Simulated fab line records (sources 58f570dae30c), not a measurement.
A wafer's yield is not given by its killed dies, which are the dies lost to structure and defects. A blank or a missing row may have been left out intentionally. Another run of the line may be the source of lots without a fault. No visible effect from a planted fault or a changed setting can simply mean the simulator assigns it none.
Which tool was responsible? :: flow berkeley-cmos170 :: Sampling: 12 lots, 36 wafers, 5 of 331 route steps

WHAT THE GAUGES SHOWED, per wafer
UCB170_PVT_TW_MEAS_09. Usual: PVT_TW typically reads 513, with standard deviation 4.9.
lot: L270
measured: day 6 22:29
on: film-metro-01
PVT_TW: 516 517 519
flag: 

lot: L271
measured: day 7 06:21
on: film-metro-02
PVT_TW: 513 519 514
flag: 

lot: L272
measured: day 7 14:04
on: film-metro-04
PVT_TW: 507 508 508
flag: 

lot: L273
measured: day 7 14:47
on: film-metro-02
PVT_TW: 519 515 518
flag: 

lot: L276
measured: day 8 01:16
on: film-metro-01
PVT_TW: 510 510 511
flag: 

lot: L274
measured: day 8 01:32
on: film-metro-01
PVT_TW: 511 510 511
flag: 

lot: L275
measured: day 8 01:31
on: film-metro-02
PVT_TW: 518 515 519
flag: 

lot: L278
measured: day 8 09:55
on: film-metro-01
PVT_TW: 513 511 509
flag: 

lot: L277
measured: day 8 10:11
on: film-metro-02
PVT_TW: 515 514 517
flag: 

lot: L284
measured: day 10 00:45
on: film-metro-02
PVT_TW: 519 518 516
flag: 

lot: L286
measured: day 10 11:53
on: film-metro-02
PVT_TW: 517 514 517
flag: 

lot: L291
measured: day 11 21:02
on: film-metro-01
PVT_TW: 517 518 518
flag: 

UCB170_PLDD_OVL_MEAS_07. Usual: PLDD_OVL typically reads -3 nm, with standard deviation 4.9.
lot: L270
measured: day 7 17:05
on: overlay-01
PLDD_OVL (nm): -5 -12 -8
flag: 

lot: L271
measured: day 8 03:49
on: overlay-01
PLDD_OVL (nm): -6 -9 -11
flag: 

lot: L272
measured: day 8 04:17
on: overlay-01
PLDD_OVL (nm): -5 3 5
flag: 

lot: L273
measured: day 8 04:02
on: overlay-02
PLDD_OVL (nm): -15 -10 -12
flag: 

lot: L276
measured: day 8 19:05
on: overlay-01
PLDD_OVL (nm): -1 -4 -3
flag: 

lot: L274
measured: day 8 18:28
on: overlay-02
PLDD_OVL (nm): -11 -4 -4
flag: 

lot: L275
measured: day 8 18:43
on: overlay-02
PLDD_OVL (nm): -5 -3 -7
flag: 

lot: L278
measured: day 9 02:35
on: overlay-02
PLDD_OVL (nm): -7 -6 -9
flag: 

lot: L277
measured: day 9 02:43
on: overlay-01
PLDD_OVL (nm): -4 -1 -2
flag: 

lot: L284
measured: day 10 21:30
on: overlay-02
PLDD_OVL (nm): -1 -9 -8
flag: 

lot: L286
measured: day 11 05:52
on: overlay-01
PLDD_OVL (nm): -4 4 8
flag: 

lot: L291
measured: day 12 14:45
on: overlay-01
PLDD_OVL (nm): 1 -9 -5
flag: 

WHICH TOOL RAN EACH LOT (tool, then ch and the chambers of the sampled wafers, then the start)
lot: L270
UCB170_ACTIVE_ETCH_15: rie-diel-04 ch 0,1,3, day 4 20:58
UCB170_PVT_COAT_01: litho-track-04 ch 0, day 6 21:23
UCB170_PVT_STRIP_08: plasma-asher-04 ch 0,1, day 6 22:23

lot: L271
UCB170_ACTIVE_ETCH_15: rie-diel-03 ch 0,2,3, day 5 05:28
UCB170_PVT_COAT_01: litho-track-03 ch 0, day 7 05:11
UCB170_PVT_STRIP_08: plasma-asher-02 ch 0,1, day 7 06:16

lot: L272
UCB170_ACTIVE_ETCH_15: rie-diel-01 ch 0,3, day 5 11:10
UCB170_PVT_COAT_01: litho-track-02 ch 0, day 7 13:05
UCB170_PVT_STRIP_08: plasma-asher-04 ch 0,1, day 7 13:58

lot: L273
UCB170_ACTIVE_ETCH_15: rie-diel-03 ch 0,1,3, day 5 11:26
UCB170_PVT_COAT_01: litho-track-03 ch 0, day 7 13:05
UCB170_PVT_STRIP_08: plasma-asher-04 ch 0,1, day 7 14:41

lot: L276
UCB170_ACTIVE_ETCH_15: rie-diel-01 ch 0,1,2, day 5 18:29
UCB170_PVT_COAT_01: litho-track-04 ch 0, day 7 23:53
UCB170_PVT_STRIP_08: plasma-asher-04 ch 0,1, day 8 01:10

lot: L274
UCB170_ACTIVE_ETCH_15: rie-diel-03 ch 1,2, day 5 18:46
UCB170_PVT_COAT_01: litho-track-02 ch 0, day 8 00:05
UCB170_PVT_STRIP_08: plasma-asher-03 ch 0,1, day 8 01:26

lot: L275
UCB170_ACTIVE_ETCH_15: rie-diel-04 ch 0,1, day 5 19:11
UCB170_PVT_COAT_01: litho-track-03 ch 0, day 8 00:02
UCB170_PVT_STRIP_08: plasma-asher-02 ch 0,1, day 8 01:25

lot: L278
UCB170_ACTIVE_ETCH_15: rie-diel-01 ch 1,2, day 6 18:35
UCB170_PVT_COAT_01: litho-track-04 ch 0, day 8 08:49
UCB170_PVT_STRIP_08: plasma-asher-02 ch 0,1, day 8 09:49

lot: L277
UCB170_ACTIVE_ETCH_15: rie-diel-04 ch 0,2,3, day 6 18:50
UCB170_PVT_COAT_01: litho-track-03 ch 0, day 8 08:59
UCB170_PVT_STRIP_08: plasma-asher-04 ch 0,1, day 8 10:05

lot: L284
UCB170_ACTIVE_ETCH_15: rie-diel-03 ch 0,1,2, day 8 05:20
UCB170_PVT_COAT_01: litho-track-02 ch 0, day 9 23:46
UCB170_PVT_STRIP_08: plasma-asher-02 ch 0,1, day 10 00:38

lot: L286
UCB170_ACTIVE_ETCH_15: rie-diel-04 ch 0,2, day 8 13:19
UCB170_PVT_COAT_01: litho-track-02 ch 0, day 10 10:46
UCB170_PVT_STRIP_08: plasma-asher-03 ch 0,1, day 10 11:47

lot: L291
UCB170_ACTIVE_ETCH_15: rie-diel-04 ch 2,3, day 9 23:32
UCB170_PVT_COAT_01: litho-track-04 ch 0, day 11 19:38
UCB170_PVT_STRIP_08: plasma-asher-04 ch 0,1, day 11 20:56
- UCB170_ACTIVE_ETCH_15: etches Si3N4 in CH3F/Ar/O2, stops on SiO2, target depth 242 nm, time 151 s.
- UCB170_PVT_COAT_01: resist thk 900 nm.
- UCB170_PVT_STRIP_08: strips in O2.

WHAT THE TOOLS THEMSELVES READ (means of the sampled wafers that have a number; where no wafer has one, the mark that the record gives instead)
UCB170_ACTIVE_ETCH_15. Usual: chamber-pressure-mTorr 50.00 mTorr, standard deviation 0.044; drypump-motor-current-A 5.6 A, standard deviation 0.44; oes-product-au 0.935 a.u., standard deviation 0.015; throttle-valve-pct 8.04 %, standard deviation 0.1.
lot: L270
tool: rie-diel-04
chamber-pressure-mTorr (mTorr): 49.99
drypump-motor-current-A (A): 5.4
oes-product-au (a.u.): 0.934
throttle-valve-pct (%): 8.06
flag: 

lot: L271
tool: rie-diel-03
chamber-pressure-mTorr (mTorr): 49.96
drypump-motor-current-A (A): 5.7
oes-product-au (a.u.): 0.932
throttle-valve-pct (%): 7.98
flag: 

lot: L272
tool: rie-diel-01
chamber-pressure-mTorr (mTorr): 50.02
drypump-motor-current-A (A): 5.5
oes-product-au (a.u.): 0.938
throttle-valve-pct (%): 8.05
flag: 

lot: L273
tool: rie-diel-03
chamber-pressure-mTorr (mTorr): 49.99
drypump-motor-current-A (A): 5.8
oes-product-au (a.u.): 0.952
throttle-valve-pct (%): 8.07
flag: 

lot: L276
tool: rie-diel-01
chamber-pressure-mTorr (mTorr): 49.93
drypump-motor-current-A (A): 5.4
oes-product-au (a.u.): 0.925
throttle-valve-pct (%): 8.03
flag: 

lot: L274
tool: rie-diel-03
chamber-pressure-mTorr (mTorr): 50.01
drypump-motor-current-A (A): 5.6
oes-product-au (a.u.): 0.937
throttle-valve-pct (%): 8.10
flag: 

lot: L275
tool: rie-diel-04
chamber-pressure-mTorr (mTorr): 49.98
drypump-motor-current-A (A): 5.5
oes-product-au (a.u.): 0.931
throttle-valve-pct (%): 7.95
flag: 

lot: L278
tool: rie-diel-01
chamber-pressure-mTorr (mTorr): 50.02
drypump-motor-current-A (A): 5.3
oes-product-au (a.u.): 0.942
throttle-valve-pct (%): 8.01
flag: 

lot: L277
tool: rie-diel-04
chamber-pressure-mTorr (mTorr): 49.98
drypump-motor-current-A (A): 5.7
oes-product-au (a.u.): 0.922
throttle-valve-pct (%): 8.08
flag: 

lot: L284
tool: rie-diel-03
chamber-pressure-mTorr (mTorr): 50.02
drypump-motor-current-A (A): 5.6
oes-product-au (a.u.): 0.938
throttle-valve-pct (%): 8.02
flag: 

lot: L286
tool: rie-diel-04
chamber-pressure-mTorr (mTorr): 50.03
drypump-motor-current-A (A): 5.8
oes-product-au (a.u.): 0.932
throttle-valve-pct (%): 8.06
flag: 

lot: L291
tool: rie-diel-04
chamber-pressure-mTorr (mTorr): 49.96
drypump-motor-current-A (A): 6.0
oes-product-au (a.u.): 0.931
throttle-valve-pct (%): 8.03
flag: 

UCB170_PVT_COAT_01. Usual: 1499.9 rpm for spin-speed-rpm, sd 1.1.
lot: L270
tool: litho-track-04
spin-speed-rpm (rpm): 1500.6
flag: 

lot: L271
tool: litho-track-03
spin-speed-rpm (rpm): 1500.9
flag: 

lot: L272
tool: litho-track-02
spin-speed-rpm (rpm): 1499.7
flag: 

lot: L273
tool: litho-track-03
spin-speed-rpm (rpm): 1498.3
flag: 

lot: L276
tool: litho-track-04
spin-speed-rpm (rpm): 1500.2
flag: 

lot: L274
tool: litho-track-02
spin-speed-rpm (rpm): 1499.6
flag: 

lot: L275
tool: litho-track-03
spin-speed-rpm (rpm): 1499.1
flag: 

lot: L278
tool: litho-track-04
spin-speed-rpm (rpm): 1499.4
flag: 

lot: L277
tool: litho-track-03
spin-speed-rpm (rpm): 1499.6
flag: 

lot: L284
tool: litho-track-02
spin-speed-rpm (rpm): 1500.8
flag: 

lot: L286
tool: litho-track-02
spin-speed-rpm (rpm): 1499.1
flag: 

lot: L291
tool: litho-track-04
spin-speed-rpm (rpm): 1499.0
flag: 

UCB170_PVT_STRIP_08. Usual: chamber-pressure-mTorr 3499.6 mTorr, standard deviation 3; drypump-motor-current-A 5.56 A, standard deviation 0.23; oes-product-au 0.734 a.u., standard deviation 0.0048; strip-time-to-endpoint-s 21.62 s, standard deviation 0.052.
lot: L270
tool: plasma-asher-04
chamber-pressure-mTorr (mTorr): 3499.8
drypump-motor-current-A (A): 5.52
oes-product-au (a.u.): 0.737
strip-time-to-endpoint-s (s): 21.63
flag: 

lot: L271
tool: plasma-asher-02
chamber-pressure-mTorr (mTorr): 3495.9
drypump-motor-current-A (A): 5.48
oes-product-au (a.u.): 0.729
strip-time-to-endpoint-s (s): 21.66
flag: 

lot: L272
tool: plasma-asher-04
chamber-pressure-mTorr (mTorr): 3498.2
drypump-motor-current-A (A): 5.52
oes-product-au (a.u.): 0.735
strip-time-to-endpoint-s (s): 21.64
flag: 

lot: L273
tool: plasma-asher-04
chamber-pressure-mTorr (mTorr): 3498.1
drypump-motor-current-A (A): 5.53
oes-product-au (a.u.): 0.739
strip-time-to-endpoint-s (s): 21.62
flag: 

lot: L276
tool: plasma-asher-04
chamber-pressure-mTorr (mTorr): 3498.1
drypump-motor-current-A (A): 5.62
oes-product-au (a.u.): 0.735
strip-time-to-endpoint-s (s): 21.58
flag: 

lot: L274
tool: plasma-asher-03
chamber-pressure-mTorr (mTorr): 3497.5
drypump-motor-current-A (A): 5.57
oes-product-au (a.u.): 0.735
strip-time-to-endpoint-s (s): 21.56
flag: 

lot: L275
tool: plasma-asher-02
chamber-pressure-mTorr (mTorr): 3502.6
drypump-motor-current-A (A): 5.66
oes-product-au (a.u.): 0.734
strip-time-to-endpoint-s (s): 21.61
flag: 

lot: L278
tool: plasma-asher-02
chamber-pressure-mTorr (mTorr): 3498.3
drypump-motor-current-A (A): 5.48
oes-product-au (a.u.): 0.737
strip-time-to-endpoint-s (s): 21.62
flag: 

lot: L277
tool: plasma-asher-04
chamber-pressure-mTorr (mTorr): 3498.7
drypump-motor-current-A (A): 5.51
oes-product-au (a.u.): 0.737
strip-time-to-endpoint-s (s): 21.63
flag: 

lot: L284
tool: plasma-asher-02
chamber-pressure-mTorr (mTorr): 3502.2
drypump-motor-current-A (A): 5.68
oes-product-au (a.u.): 0.738
strip-time-to-endpoint-s (s): 23.65
flag: OFF

lot: L286
tool: plasma-asher-03
chamber-pressure-mTorr (mTorr): 3499.9
drypump-motor-current-A (A): 5.59
oes-product-au (a.u.): 0.737
strip-time-to-endpoint-s (s): 23.70
flag: OFF

lot: L291
tool: plasma-asher-04
chamber-pressure-mTorr (mTorr): 3500.4
drypump-motor-current-A (A): 5.51
oes-product-au (a.u.): 0.735
strip-time-to-endpoint-s (s): 21.63
flag: 

THE ANSWER, worked out from the rows above alone
Rule: lot off if the mean of its wafers having a number is beyond 3 standard deviations from the usual mean. A lot without any number at a reading at which 4 lots or more have one is off too. Where the step has rows for the other lots, those lots are counted as sound. After the gauges, taken in route order, come the tools' own readings; for these a lot's mean is taken, as printed above. The first step at which some lot is off is used, and at that step the reading that is off furthest; a lot without a number counts as furthest.
Off at UCB170_PVT_STRIP_08 (strip-time-to-endpoint-s): L284, L286.
If a tool, at that step or one of the process steps before it, ran each lot that is off and ran no sound lot following the first of them, it fits. One fits: litho-track-02 at UCB170_PVT_COAT_01. A fault onset in the window from L274 (day 8 00:05, its last sound lot) to L284 (day 9 23:46, its first lot off) fits.

WHAT HAD BEEN PUT IN BY THE SIMULATOR
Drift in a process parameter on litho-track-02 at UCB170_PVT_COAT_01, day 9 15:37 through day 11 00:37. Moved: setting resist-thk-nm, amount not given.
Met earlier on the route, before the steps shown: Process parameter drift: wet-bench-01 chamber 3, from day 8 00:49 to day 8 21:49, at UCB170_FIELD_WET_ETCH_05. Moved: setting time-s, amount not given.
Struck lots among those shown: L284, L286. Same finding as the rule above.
